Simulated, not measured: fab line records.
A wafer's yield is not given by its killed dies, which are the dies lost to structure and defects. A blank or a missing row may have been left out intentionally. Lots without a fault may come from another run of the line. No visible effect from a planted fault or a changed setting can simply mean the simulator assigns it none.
8D (eight disciplines) problem report, filled in by code || flow rit cmos || the parts of the form that need people (team, actions taken, sign-off) are left out

1. WHAT WENT WRONG
NWELL_TW at RIT_NWELL_TW_MEAS_10 reads a mean of 2040 on 6 wafers of 2 lots; wafers without a fault read 2145 with a standard deviation of 10. Measured from the usual mean, that is -10 standard deviations.
Earliest sighting: wafer L761.2 on film metro-03 at day 3 03:06. The record has a number at this step for 42 wafers belonging to 14 lots. By rule, "out" or "out of limits" means more than 4 standard deviations away from the usual mean. Any other wafer with a number is counted as sound.

2. WHAT IT IS AND WHAT IT IS NOT
{"question": "which readings at this step", "is": "NWELL_TW", "is not": "-"}
{"question": "which lots", "is": "L761, L764", "is not": "L759, L760, L763, L767, L768, L769, L770, L771, L773, L775, L776, L777"}
{"question": "which wafers of those lots", "is": "all that have a number", "is not": "-"}
{"question": "read on which gauges", "is": "film metro-02, film metro-03", "is not": "film metro-01"}
{"question": "when", "is": "from day 3 03:06", "is not": "up to then (6 sound wafers); but 30 sound wafers of L763, L767, L768, L769, L770, L771, L773, L775, L776, L777 came after"}

3. SUSPECTS, AND WHAT RULES EACH OUT
Counting: a tool stays on the suspect list if, at a process step up to the reading, it processed all lots that are out and no sound lot following the first of them.
- the gauge at RIT_NWELL_TW_MEAS_10: ruled out. Those wafers that are out were read across 2 gauges (film metro-02, film metro-03).
- implanter-04 at RIT_NWELL_IMPLANT_08: ruled out as a lasting fault. The sound lots L775, L776, L777 went through it after L761, its earliest lot that is out (day 3 02:47).
Left after counting: nothing in the record.

4. THE CAUSE (what the simulator had put in)
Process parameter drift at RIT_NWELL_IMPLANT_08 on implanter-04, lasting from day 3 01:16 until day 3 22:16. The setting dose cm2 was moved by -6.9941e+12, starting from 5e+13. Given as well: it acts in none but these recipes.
Counting ruled it out, wrongly: the rule takes a fault to strike every lot that its tool runs from its start on, and this one did not.

5. THE CHAIN OF EFFECTS, in route order
Rows list readings where the struck wafers' mean (over those with a number) sits beyond 3 standard deviations from the usual. Only readings whose record carries a usual standard deviation are examined. hours: median over the lots of the time between each lot's start at the first step of this table that gives one and its start at this step. sigmas: the change, counted in usual standard deviations.
{"hours": 0, "step": "RIT_NWELL_IMPLANT_08", "reading": "dose ions cm2", "usual": 5e+13, "on struck wafers": 4e+13, "change": -7e+12, "sigmas": "-99 or more"}
{"hours": 0, "step": "RIT_NWELL_IMPLANT_08", "reading": "faraday current uA", "usual": 158, "on struck wafers": 137, "change": -21, "sigmas": -6.7}
{"hours": 0, "step": "RIT_NWELL_TW_MEAS_10", "reading": "NWELL_TW", "usual": 2145, "on struck wafers": 2040, "change": -105, "sigmas": -10}
{"hours": 7, "step": "RIT_WELLDRIVE_RS_MEAS_01", "reading": "NWELL_RS", "usual": "275.8 ohm/sq", "on struck wafers": 301.8, "change": "+26.0", "sigmas": "+34"}
Its process steps:
- RIT_NWELL_IMPLANT_08
At these later measuring or inspecting steps, every struck wafer for which the step has a row has a number for every such reading, and none has moved that far: RIT_M1_RS_MEAS_01, RIT_M1_OVL_MEAS_10.

6. WHAT WOULD HAVE CAUGHT IT SOONER
2 hours passed between the start of the fault at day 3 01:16 and the first reading out of limits at a measuring or inspecting step in this record, taken at day 3 03:06.
Tool's own readings at RIT_NWELL_IMPLANT_08, dose ions cm2, faraday current uA: out on all struck wafers the step has rows for; an alarm limit on them would have tripped on the first.
